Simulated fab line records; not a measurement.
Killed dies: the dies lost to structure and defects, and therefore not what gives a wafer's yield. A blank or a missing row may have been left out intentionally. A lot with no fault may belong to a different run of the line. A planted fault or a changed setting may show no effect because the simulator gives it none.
fab line records	flow berkeleyCmos170	part 1 of 2: steps 1 to 35 of 44
record lots=6	wafers=18	lastDay=11
route steps=331 shown SDANNEAL@205 PSD@206 NSD@207 PLDD@208 NLDD@209 SILICIDE@210 CONTACT@216 M1@238 M3@331
lots that met no fault: from a run of the same line without faults
startH: start of the lot's first displayed wafer, in hours after the record's first day	waitH: how many hours have passed since the lot's step before this one	" as in the row above	L1.1+2: one row covering several wafers at once	- no value, or no start given	* or withheld: withheld	< > ~ a bound
route shown NAME@n: names a module that has steps shown in the file, with the first one's number in the route	usual: average and standard deviation across the fault-free wafers	same: alike in all rows	chamber/n: place in a boat	sites: the reading at each site	_std_site: standard deviation across them	_edge_site: inner sites' mean taken away from outer sites' mean	radiusMm: how far each site lies from the wafer's centre	mask NAME#n: copy n	behind: the most recent tool/chamber to have shaped the wafer	hold: the reason the lot was held/the length of the hold in hours/how it ended	device: names the non-switching transistor (n, p or np)	end of line: at the end of the route, the tests of the same wafers	where a step has no rows: the recipe by itself	killed: at the first sort, the dies lost to defects and structure; wafer yield is something else	map: per-die view of a wafer (x killed, . not killed, _ where there is no die)
set.NAME: the setting that was run; set.NAME@STEP: the one run at that earlier step	model.NAME: the simulator's own value behind a step, which no gauge read
lots seen at some steps along the route; tables by step, rows by wafer
services: the hour from which a tool's chamber was out of use, counted from the record's first day as startH (under 0 if before that day), plus the number of hours and why
## steps
# step UCB170_SDANNEAL_RTA_01
# recipe tempC=1050	timeS=5	ambient=N2
# usual lampPowerPct=32.2/0.31	wafer_temp_C_max=1054.2/1
lot.wafer	tool	chamber	startH	waitH	lampPowerPct	wafer_temp_C_max
L698.1	rtpAnneal-02	0	145.35	0.1	32.5	1055.4
L698.2	"	0	"	"	32.6	1055.0
L698.6	"	0	"	"	32.6	1055.0
L705.1	rtpAnneal-02	0	167.35	0.1	32.5	1055.7
L705.2	"	0	"	"	32.6	1055.7
L705.6	"	0	"	"	32.5	1055.9
L704.1	rtpAnneal-02	0	168.09	0.1	32.6	1055.2
L704.3	"	0	"	"	32.6	1053.8
L704.4	"	0	"	"	32.6	1053.3
L706.2	rtpAnneal-01	0	190.56	0.1	32.0	1052.7
L706.3	"	0	"	"	31.9	1053.0
L706.6	"	0	"	"	31.9	1053.8
L712.3	rtpAnneal-02	0	205.11	0.1	32.6	1054.1
L712.4	"	0	"	"	32.5	1054.1
L712.5	"	0	"	"	32.5	1054.4
L720.3	rtpAnneal-02	0	243.99	0.1	32.6	1055.9
L720.4	"	0	"	"	32.6	1054.8
L720.6	"	0	"	"	32.6	1055.6
# step UCB170_SDANNEAL_RS_MEAS_02
# recipe thkMeasGauge=four-point-probe
# usual PSD_RS=75.7/0.31
lot.wafer	tool	chamber	startH	waitH	PSD_RS[ohm/sq]
L698.1	filmMetro-04	-	145.40	0.0	75.2
L698.2	"	-	"	"	74.9
L698.6	"	-	"	"	75.2
L705.1	filmMetro-03	-	167.41	0.0	75.6
L705.2	"	-	"	"	75.7
L705.6	"	-	"	"	75.6
L704.1	filmMetro-03	-	168.15	0.0	75.3
L704.3	"	-	"	"	75.6
L704.4	"	-	"	"	76.1
L706.2	filmMetro-04	-	190.63	0.1	76.0
L706.3	"	-	"	"	75.9
L706.6	"	-	"	"	76.0
L712.3	filmMetro-03	-	205.19	0.1	75.5
L712.4	"	-	"	"	75.5
L712.5	"	-	"	"	75.6
L720.3	filmMetro-04	-	244.06	0.1	75.5
L720.4	"	-	"	"	75.5
L720.6	"	-	"	"	75.5
# step UCB170_SDANNEAL_RS_MEAS_03
# recipe thkMeasGauge=four-point-probe
# usual NSD_RS=37.27/0.067
lot.wafer	tool	chamber	startH	waitH	NSD_RS[ohm/sq]
L698.1	filmMetro-04	-	145.52	0.1	37.22
L698.2	"	-	"	"	37.14
L698.6	"	-	"	"	37.15
L705.1	filmMetro-03	-	167.53	0.1	37.39
L705.2	"	-	"	"	37.42
L705.6	"	-	"	"	37.43
L704.1	filmMetro-03	-	168.27	0.1	37.28
L704.3	"	-	"	"	37.36
L704.4	"	-	"	"	37.33
L706.2	filmMetro-04	-	190.75	0.1	37.32
L706.3	"	-	"	"	37.39
L706.6	"	-	"	"	37.30
L712.3	filmMetro-03	-	205.31	0.1	37.29
L712.4	"	-	"	"	37.29
L712.5	"	-	"	"	37.28
L720.3	filmMetro-04	-	244.18	0.1	37.21
L720.4	"	-	"	"	37.27
L720.6	"	-	"	"	37.25
# step UCB170_SDANNEAL_RS_MEAS_04
# recipe thkMeasGauge=four-point-probe
# usual PLDD_RS=1032.2/2.1
lot.wafer	tool	chamber	startH	waitH	PLDD_RS[ohm/sq]
L698.1	filmMetro-04	-	145.64	0.1	1034.4
L698.2	"	-	"	"	1031.6
L698.6	"	-	"	"	1031.2
L705.1	filmMetro-03	-	167.65	0.1	1033.6
L705.2	"	-	"	"	1034.4
L705.6	"	-	"	"	1028.4
L704.1	filmMetro-03	-	168.39	0.1	1036.2
L704.3	"	-	"	"	1031.9
L704.4	"	-	"	"	1032.5
L706.2	filmMetro-04	-	190.87	0.1	1032.3
L706.3	"	-	"	"	1034.3
L706.6	"	-	"	"	1032.7
L712.3	filmMetro-03	-	205.43	0.1	1035.2
L712.4	"	-	"	"	1030.0
L712.5	"	-	"	"	1033.8
L720.3	filmMetro-04	-	244.30	0.1	1032.8
L720.4	"	-	"	"	1032.3
L720.6	"	-	"	"	1032.6
# step UCB170_SDANNEAL_RS_MEAS_05
# recipe thkMeasGauge=four-point-probe
# usual NLDD_RS=616.1/1.4
lot.wafer	tool	chamber	startH	waitH	NLDD_RS[ohm/sq]
L698.1	filmMetro-04	-	145.76	0.1	617.6
L698.2	"	-	"	"	617.1
L698.6	"	-	"	"	617.0
L705.1	filmMetro-03	-	167.77	0.1	617.8
L705.2	"	-	"	"	616.0
L705.6	"	-	"	"	617.1
L704.1	filmMetro-03	-	168.51	0.1	617.3
L704.3	"	-	"	"	616.3
L704.4	"	-	"	"	616.1
L706.2	filmMetro-04	-	190.99	0.1	615.3
L706.3	"	-	"	"	615.6
L706.6	"	-	"	"	614.6
L712.3	filmMetro-03	-	205.55	0.1	618.2
L712.4	"	-	"	"	617.7
L712.5	"	-	"	"	617.4
L720.3	filmMetro-04	-	244.42	0.1	616.8
L720.4	"	-	"	"	614.9
L720.6	"	-	"	"	615.7
# step UCB170_SILICIDE_PRE_CLEAN_00
# recipe gas=Ar	precleanEtchTimeS=60
# step UCB170_SILICIDE_SPUTTER_01
# recipe material=Ti	targetThkNm=30	timeS=25	powerW=1500	chamberPressurePa=0.5
# usual throttleValvePct=30.1/0.93
lot.wafer	tool	chamber	startH	waitH	throttleValvePct
L698.1	pvdSputter-01	-	145.95	0.0	29.7
L698.2	"	-	"	"	31.0
L698.6	"	-	"	"	31.2
L705.1	pvdSputter-01	-	167.95	0.0	29.9
L705.2	"	-	"	"	31.2
L705.6	"	-	"	"	29.5
L704.1	pvdSputter-04	-	168.70	0.0	29.1
L704.3	"	-	"	"	32.1
L704.4	"	-	"	"	29.8
L706.2	pvdSputter-03	-	191.16	0.0	29.4
L706.3	"	-	"	"	29.8
L706.6	"	-	"	"	29.2
L712.3	pvdSputter-03	-	205.70	0.0	30.0
L712.4	"	-	"	"	29.4
L712.5	"	-	"	"	30.3
L720.3	pvdSputter-04	-	244.57	0.0	32.3
L720.4	"	-	"	"	31.0
L720.6	"	-	"	"	29.9
# step UCB170_SILICIDE_RS_MEAS_02
# recipe thkMeasGauge=four-point-probe	reads=Ti_of_SILICIDE_SPUTTER_01
# usual SILICIDE_TI_RS=26.1/0.32
lot.wafer	tool	chamber	startH	waitH	SILICIDE_TI_RS[ohm/sq]
L698.1	filmMetro-01	-	146.03	0.1	26.5
L698.2	"	-	"	"	26.6
L698.6	"	-	"	"	26.5
L705.1	filmMetro-02	-	167.98	0.0	26.9
L705.2	"	-	"	"	26.5
L705.6	"	-	"	"	26.7
L704.1	filmMetro-01	-	168.73	0.0	25.8
L704.3	"	-	"	"	25.9
L704.4	"	-	"	"	25.6
L706.2	filmMetro-03	-	191.21	0.0	25.8
L706.3	"	-	"	"	26.2
L706.6	"	-	"	"	25.7
L712.3	filmMetro-02	-	205.77	0.1	26.7
L712.4	"	-	"	"	26.2
L712.5	"	-	"	"	26.5
L720.3	filmMetro-01	-	244.64	0.1	25.9
L720.4	"	-	"	"	25.6
L720.6	"	-	"	"	25.9
# step UCB170_SILICIDE_THK_MEAS_03
# recipe thkMeasGauge=xrf	reads=Ti_of_SILICIDE_SPUTTER_01
# usual SILICIDE_TI_THK=30.2/0.35
lot.wafer	tool	chamber	startH	waitH	SILICIDE_TI_THK[nm]
L698.1	filmMetro-01	-	146.15	0.1	30.1
L698.2	"	-	"	"	30.2
L698.6	"	-	"	"	30.0
L705.1	filmMetro-02	-	168.10	0.1	29.3
L705.2	"	-	"	"	29.8
L705.6	"	-	"	"	29.4
L704.1	filmMetro-01	-	168.85	0.1	30.7
L704.3	"	-	"	"	30.7
L704.4	"	-	"	"	30.8
L706.2	filmMetro-03	-	191.32	0.1	30.6
L706.3	"	-	"	"	30.2
L706.6	"	-	"	"	30.6
L712.3	filmMetro-02	-	205.87	0.1	29.8
L712.4	"	-	"	"	30.2
L712.5	"	-	"	"	29.8
L720.3	filmMetro-01	-	244.74	0.1	30.5
L720.4	"	-	"	"	30.7
L720.6	"	-	"	"	30.7
# step UCB170_SILICIDE_RTA_04
# recipe tempC=650	timeS=15	ambient=N2
# step UCB170_SILICIDE_WET_ETCH_05
# recipe chemistry=SPM	timeS=45	tempC=120	target=Ti
# step UCB170_CONTACT_CLEAN_00
# recipe chemistry=SPM	tempC=120	timeS=600
# step UCB170_CONTACT_CVD_01
# recipe material=PSG	targetThkNm=700	tempC=450	precursor=SiH4/O2/PH3	timeS=2820	pressureMtorr=309.9	sih4FlowSccm=60	o2FlowSccm=90	ph3FlowSccm=25
# usual zonePowerCentrePct=20.8/2.8
lot.wafer	tool	chamber	startH	waitH	zonePowerCentrePct	model.PSG_of_CONTACT_CVD_01.thkNm
L698.1	lpcvd-01	0	148.32	0.0	19.3	709.6
L698.2	"	0	"	"	19.8	713
L698.6	"	0	"	"	19.4	710.9
L705.1	lpcvd-01	0	168.45	0.0	19.9	449.9
L705.2	"	0	"	"	19.6	458.3
L705.6	"	0	"	"	19.4	448.5
L704.1	lpcvd-01	0	170.23	1.0	19.3	442.8
L704.3	"	0	"	"	19.5	440.7
L704.4	"	0	"	"	19.6	435.5
L706.2	lpcvd-02	1	192.06	0.0	18.6	721.9
L706.3	"	1	"	"	18.0	719.4
L706.6	"	1	"	"	18.5	721.1
L712.3	lpcvd-02	0	206.18	0.0	17.8	704
L712.4	"	0	"	"	18.0	700.4
L712.5	"	0	"	"	18.1	708.6
L720.3	lpcvd-01	1	246.40	1.2	23.8	719.8
L720.4	"	1	"	"	24.3	718.6
L720.6	"	1	"	"	24.4	713.8
# step UCB170_CONTACT_THK_MEAS_02
# recipe reads=PSG_of_CONTACT_CVD_01
# usual CONTACT_PSG_THK=710/7.8
lot.wafer	tool	chamber	startH	waitH	CONTACT_PSG_THK[nm]
L698.1	filmMetro-02	-	150.10	0.0	709
L698.2	"	-	"	"	713
L698.6	"	-	"	"	711
L705.1	filmMetro-04	-	170.23	0.0	450
L705.2	"	-	"	"	459
L705.6	"	-	"	"	449
L704.1	filmMetro-03	-	172.02	0.0	443
L704.3	"	-	"	"	441
L704.4	"	-	"	"	435
L706.2	filmMetro-04	-	193.86	0.0	721
L706.3	"	-	"	"	720
L706.6	"	-	"	"	722
L712.3	filmMetro-04	-	207.98	0.0	704
L712.4	"	-	"	"	701
L712.5	"	-	"	"	709
L720.3	filmMetro-02	-	248.21	0.0	720
L720.4	"	-	"	"	718
L720.6	"	-	"	"	714
# step UCB170_CONTACT_HMDS_03
# recipe primeTimeS=60	primeTempC=100
# step UCB170_CONTACT_COAT_04
# recipe resist=KrF	spinRpm=1500	resistThkNm=900
# step UCB170_CONTACT_SOFTBAKE_05
# recipe resist=KrF	tempC=130	timeS=60
# step UCB170_CONTACT_STRIP_06
# recipe chemistry=O2	powerW=400	pressureMtorr=3500	platenTempC=withheld	o2FlowSccm=400	overashFraction=0.5
# usual drypumpMotorCurrentA=5.6/0.38	oesProductAu=0.735/0.0046	stripTimeToEndpointS=21.97/0.057
lot.wafer	tool	chamber	startH	waitH	drypumpMotorCurrentA	oesProductAu	rfHoursCounterH	stripTimeToEndpointS
L698.1	plasmaAsher-02	1	151.38	0.1	5.3	0.735	47	21.88
L698.2	"	0	"	"	5.7	0.739	47	21.86
L698.6	"	0	"	"	5.6	0.729	-	21.83
L705.1	plasmaAsher-04	0	171.07	0.1	5.8	0.736	32	21.88
L705.2	"	1	"	"	5.7	0.739	32	21.92
L705.6	"	1	"	"	5.7	0.737	-	21.84
L704.1	plasmaAsher-03	1	172.53	0.1	5.3	0.738	49	21.99
L704.3	"	1	"	"	5.3	0.747	-	22.08
L704.4	"	0	"	"	6.4	0.738	-	22.06
L706.2	plasmaAsher-04	0	194.68	0.1	5.8	0.738	34	22.07
L706.3	"	0	"	"	5.8	0.729	-	22.00
L706.6	"	1	"	"	5.6	0.737	-	22.03
L712.3	plasmaAsher-02	1	208.51	0.1	5.3	0.738	-	21.97
L712.4	"	0	"	"	5.7	0.734	-	22.00
L712.5	"	1	"	"	5.3	0.733	-	22.04
L720.3	plasmaAsher-03	0	248.73	0.1	6.4	0.736	-	21.94
L720.4	"	1	"	"	5.2	0.734	-	21.91
L720.6	"	0	"	"	6.4	0.735	-	21.92
# step UCB170_CONTACT_CLEAN_07
# recipe chemistry=SPM	tempC=120	timeS=600
# step UCB170_CONTACT_RTA_08
# recipe tempC=900	timeS=10	ambient=N2
# step UCB170_CONTACT_COAT_09
# recipe resist=BARC	tempC=withheld	timeS=withheld	spinRpm=3000	resistThkNm=withheld
# step UCB170_CONTACT_COAT_10
# recipe resist=KrF	spinRpm=1500	resistThkNm=900
# step UCB170_CONTACT_SOFTBAKE_11
# recipe resist=KrF	tempC=130	timeS=60
# step UCB170_CONTACT_EXPOSE_12
# recipe maskId=CONT	targetCdNm=700	na=0.5	sigmaOuter=0.6	sourceShape=conventional	doseMj=35
# step UCB170_CONTACT_PEB_13
# recipe pebTempC=130	pebTimeS=withheld	resist=KrF
# step UCB170_CONTACT_DEVELOP_14
# recipe developer=TMAH	developTimeS=45	resist=KrF	devTempC=21
# step UCB170_CONTACT_CD_MEAS_15
# recipe targetCdNm=700
# usual cdNm=699.9/1.8
lot.wafer	tool	chamber	startH	waitH	cdNm
L698.1	cdSem-02	-	153.17	-	701.3
L698.2	"	-	"	"	700.3
L698.6	"	-	"	"	702.1
L705.1	cdSem-01	-	172.27	-	699.5
L705.2	"	-	"	"	698.8
L705.6	"	-	"	"	696.6
L704.1	cdSem-01	-	173.73	-	698.6
L704.3	"	-	"	"	697.7
L704.4	"	-	"	"	699.1
L706.2	cdSem-02	-	197.00	-	702.0
L706.3	"	-	"	"	701.5
L706.6	"	-	"	"	701.5
L712.3	cdSem-02	-	211.64	-	699.4
L712.4	"	-	"	"	698.2
L712.5	"	-	"	"	698.3
L720.3	cdSem-01	-	250.04	-	700.5
L720.4	"	-	"	"	700.6
L720.6	"	-	"	"	700.4
# step UCB170_CONTACT_OVL_MEAS_16
# usual CONTACT_OVL=0/5.3
lot.wafer	tool	chamber	startH	waitH	CONTACT_OVL[nm]
L698.1	overlay-01	-	153.29	0.1	-2
L698.2	"	-	"	"	1
L698.6	"	-	"	"	1
L705.1	overlay-01	-	172.39	0.1	3
L705.2	"	-	"	"	6
L705.6	"	-	"	"	7
L704.1	overlay-01	-	173.85	0.1	-10
L704.3	"	-	"	"	-3
L704.4	"	-	"	"	-6
L706.2	overlay-02	-	197.11	0.1	-7
L706.3	"	-	"	"	-1
L706.6	"	-	"	"	-8
L712.3	overlay-02	-	211.73	0.1	9
L712.4	"	-	"	"	5
L712.5	"	-	"	"	4
L720.3	overlay-01	-	250.14	0.1	-1
L720.4	"	-	"	"	-8
L720.6	"	-	"	"	-1
# step UCB170_CONTACT_ETCH_17
# recipe chemistry=N2/H2	targetDepthA=withheld	overetchA=withheld	target=BARC	timeS=withheld	sourceW=500	biasW=100	pressureMtorr=30	n2FlowSccm=100	h2FlowSccm=200
# usual drypumpMotorCurrentA=5.8/0.43	h2FlowSccm=200.0/0.71	oesProductAu=0.997/0.021	throttleValvePct=13.25/0.17
lot.wafer	tool	chamber	startH	waitH	drypumpMotorCurrentA	h2FlowSccm	oesProductAu	throttleValvePct
L698.1	rieDiel-03	1	153.32	0.0	5.3	201.0	0.993	13.25
L698.2	"	3	"	"	6.6	198.8	0.998	13.48
L698.6	"	1	"	"	5.4	200.1	1.001	13.24
L705.1	rieDiel-04	0	172.42	0.0	6.2	199.7	0.970	13.00
L705.2	"	3	"	"	5.5	198.8	1.034	13.34
L705.6	"	2	"	"	5.5	199.4	1.015	13.51
L704.1	rieDiel-04	3	173.88	0.0	5.4	199.9	1.042	13.36
L704.3	"	2	"	"	5.5	200.0	1.008	13.47
L704.4	"	0	"	"	6.2	201.2	0.970	13.02
L706.2	rieDiel-04	3	197.14	0.0	5.5	200.4	1.029	13.36
L706.3	"	2	"	"	5.5	199.5	1.009	13.48
L706.6	"	0	"	"	6.3	200.5	0.954	13.02
L712.3	rieDiel-04	1	211.75	0.0	6.4	199.6	0.990	12.96
L712.4	"	3	"	"	5.5	198.8	1.029	13.36
L712.5	"	2	"	"	5.5	200.6	1.006	13.47
L720.3	rieDiel-04	3	250.16	0.0	5.5	200.7	1.027	13.33
L720.4	"	2	"	"	5.5	199.6	1.007	13.47
L720.6	"	0	"	"	6.2	199.2	0.975	13.02
# step UCB170_CONTACT_ETCH_18
# recipe chemistry=CHF3/CF4/Ar	target=PSG	stopOn=TiSi2	CHF3_flow_sccm=45	cf4FlowSccm=15	Ar_flow_sccm=150	pressureMtorr=200	rfW=700	targetDepthA=8400	overEtchFrac=0.2	timeS=195
# usual drypumpMotorCurrentA=5.8/0.43	oesProductAu=0.899/0.017	throttleValvePct=6.90/0.11
lot.wafer	tool	chamber	startH	waitH	drypumpMotorCurrentA	oesProductAu	rfHoursCounterH	throttleValvePct	model.etch.depthNm	model.CONTACT.featureDepthNm
L698.1	rieDiel-03	1	-	-	5.4	0.912	4	6.91	709.6	709.6
L698.2	"	3	"	"	6.5	0.894	131	7.05	713	713
L698.6	"	1	"	"	5.4	0.901	-	6.91	710.9	710.9
L705.1	rieDiel-04	0	-	-	6.2	0.692	95	6.76	449.9	449.9
L705.2	"	3	"	"	5.5	0.730	49	6.93	458.3	458.3
L705.6	"	2	"	"	5.5	0.709	-	7.08	448.5	448.5
L704.1	rieDiel-04	3	-	-	5.5	0.719	49	6.91	442.8	442.8
L704.3	"	2	"	"	5.5	0.708	143	7.07	440.7	440.7
L704.4	"	0	"	"	6.2	0.682	95	6.74	435.5	435.5
L706.2	rieDiel-04	3	-	-	5.5	0.933	50	6.92	721.9	721.9
L706.3	"	2	"	"	5.5	0.917	144	7.06	719.4	719.4
L706.6	"	0	"	"	6.2	0.889	-	6.75	721.1	721.1
L712.3	rieDiel-04	1	-	-	6.4	0.893	22	6.73	704	704
L712.4	"	3	"	"	5.4	0.921	50	6.93	700.4	700.4
L712.5	"	2	"	"	5.5	0.911	-	7.07	708.6	708.6
L720.3	rieDiel-04	3	-	-	5.4	0.930	53	6.91	719.8	719.8
L720.4	"	2	"	"	5.5	0.911	0	7.07	718.6	718.6
L720.6	"	0	"	"	6.2	0.886	-	6.75	713.8	713.8
# step UCB170_CONTACT_STRIP_19
# recipe chemistry=O2	powerW=400	pressureMtorr=3500	platenTempC=withheld	o2FlowSccm=400	overashFraction=0.5
# step UCB170_CONTACT_CD_MEAS_90
# recipe targetCdNm=700
# usual cdNm=700.0/1.9
lot.wafer	tool	chamber	startH	waitH	cdNm
L698.1	cdSem-01	-	153.59	0.1	701.6
L698.2	"	-	"	"	700.6
L698.6	"	-	"	"	702.2
L705.1	cdSem-02	-	172.70	0.1	698.4
L705.2	"	-	"	"	698.3
L705.6	"	-	"	"	696.4
L704.1	cdSem-02	-	174.15	0.1	699.2
L704.3	"	-	"	"	697.9
L704.4	"	-	"	"	699.2
L706.2	cdSem-02	-	197.42	0.1	701.8
L706.3	"	-	"	"	701.0
L706.6	"	-	"	"	700.7
L712.3	cdSem-01	-	212.06	0.1	700.0
L712.4	"	-	"	"	699.1
L712.5	"	-	"	"	698.0
L720.3	cdSem-01	-	250.49	0.1	700.3
L720.4	"	-	"	"	701.0
L720.6	"	-	"	"	700.0
# step UCB170_CONTACT_CLEAN_20
# recipe chemistry=SPM	tempC=120	timeS=600
# step UCB170_M1_SPUTTER_00
# recipe material=Al	targetThkNm=600	timeS=80	powerW=6000	chamberPressurePa=0.5
# usual throttleValvePct=30.3/0.96
lot.wafer	tool	chamber	startH	waitH	throttleValvePct
L698.1	pvdSputter-04	-	154.05	0.0	29.0
L698.2	"	-	"	"	32.3
L698.6	"	-	"	"	30.8
L705.1	pvdSputter-04	-	173.01	0.0	29.3
L705.2	"	-	"	"	29.8
L705.6	"	-	"	"	29.0
L704.1	pvdSputter-04	-	174.46	0.0	32.1
L704.3	"	-	"	"	28.9
L704.4	"	-	"	"	31.1
L706.2	pvdSputter-04	-	197.70	0.0	30.7
L706.3	"	-	"	"	29.8
L706.6	"	-	"	"	29.0
L712.3	pvdSputter-04	-	212.32	0.0	29.2
L712.4	"	-	"	"	29.7
L712.5	"	-	"	"	31.1
L720.3	pvdSputter-03	-	250.74	0.0	29.9
L720.4	"	-	"	"	30.1
L720.6	"	-	"	"	29.4
# step UCB170_M1_RS_MEAS_01
# recipe thkMeasGauge=four-point-probe	reads=Al_of_M1_SPUTTER_00
# usual M1_AL_RS=0.0486/0.00049
lot.wafer	tool	chamber	startH	waitH	M1_AL_RS[ohm/sq]
L698.1	filmMetro-03	-	154.11	0.0	0.0483
L698.2	"	-	"	"	0.0484
L698.6	"	-	"	"	0.0489
L705.1	filmMetro-01	-	173.07	0.0	0.0488
L705.2	"	-	"	"	0.0492
L705.6	"	-	"	"	0.0486
L704.1	filmMetro-04	-	174.52	0.0	0.0486
L704.3	"	-	"	"	0.0488
L704.4	"	-	"	"	0.0487
L706.2	filmMetro-03	-	197.78	0.1	0.0481
L706.3	"	-	"	"	0.0479
L706.6	"	-	"	"	0.0481
L712.3	filmMetro-04	-	212.42	0.1	0.0488
L712.4	"	-	"	"	0.0485
L712.5	"	-	"	"	0.0486
L720.3	filmMetro-03	-	250.85	0.1	0.0486
L720.4	"	-	"	"	0.0491
L720.6	"	-	"	"	0.0488
## key
firstSign step=UCB170_CONTACT_THK_MEAS_02	reading=CONTACT_PSG_THK	direction=down	sigmas=34	usual=710	struck=446
effect step=UCB170_CONTACT_ETCH_18	reading=oesProductAu	direction=down	sigmas=11	usual=0.899	struck=0.707
modelEffect step=UCB170_CONTACT_CVD_01	value=PSG_of_CONTACT_CVD_01.thkNm	without=709.7	struck=446
modelEffect step=UCB170_CONTACT_ETCH_18	value=etch.depthNm	without=709.7	struck=446
modelEffect step=UCB170_M1_METAL_ETCH_12	value=PSG_of_CONTACT_CVD_01.thkNm	without=672.5	struck=408.8
modelEffect step=UCB170_M3_PROBE_99	value=etest.fieldPMetal.vtV	without=-59.78	struck=-44.53
metAt UCB170_CONTACT_CVD_01
struckWafers L704.1,L704.3,L704.4,L705.1,L705.2,L705.6
testerLeftOut L704,L705
fault kind=processParameterDrift	tool=lpcvd-01	chamber=0	onsetH=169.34	steps=UCB170_CONTACT_CVD_01	channel=targetThkNm	offset=-259.5	shape=step	endH=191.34	actsIn=theseRecipesOnly	stated=700
# testerLeftOut: of these lots the tester's yield and bins aren't shown, on N5 and GAA mostly nor the transistor test; their killed dies are dies lost to structure and defects alone, not to doping, threshold or leakage, so they don't give the yield
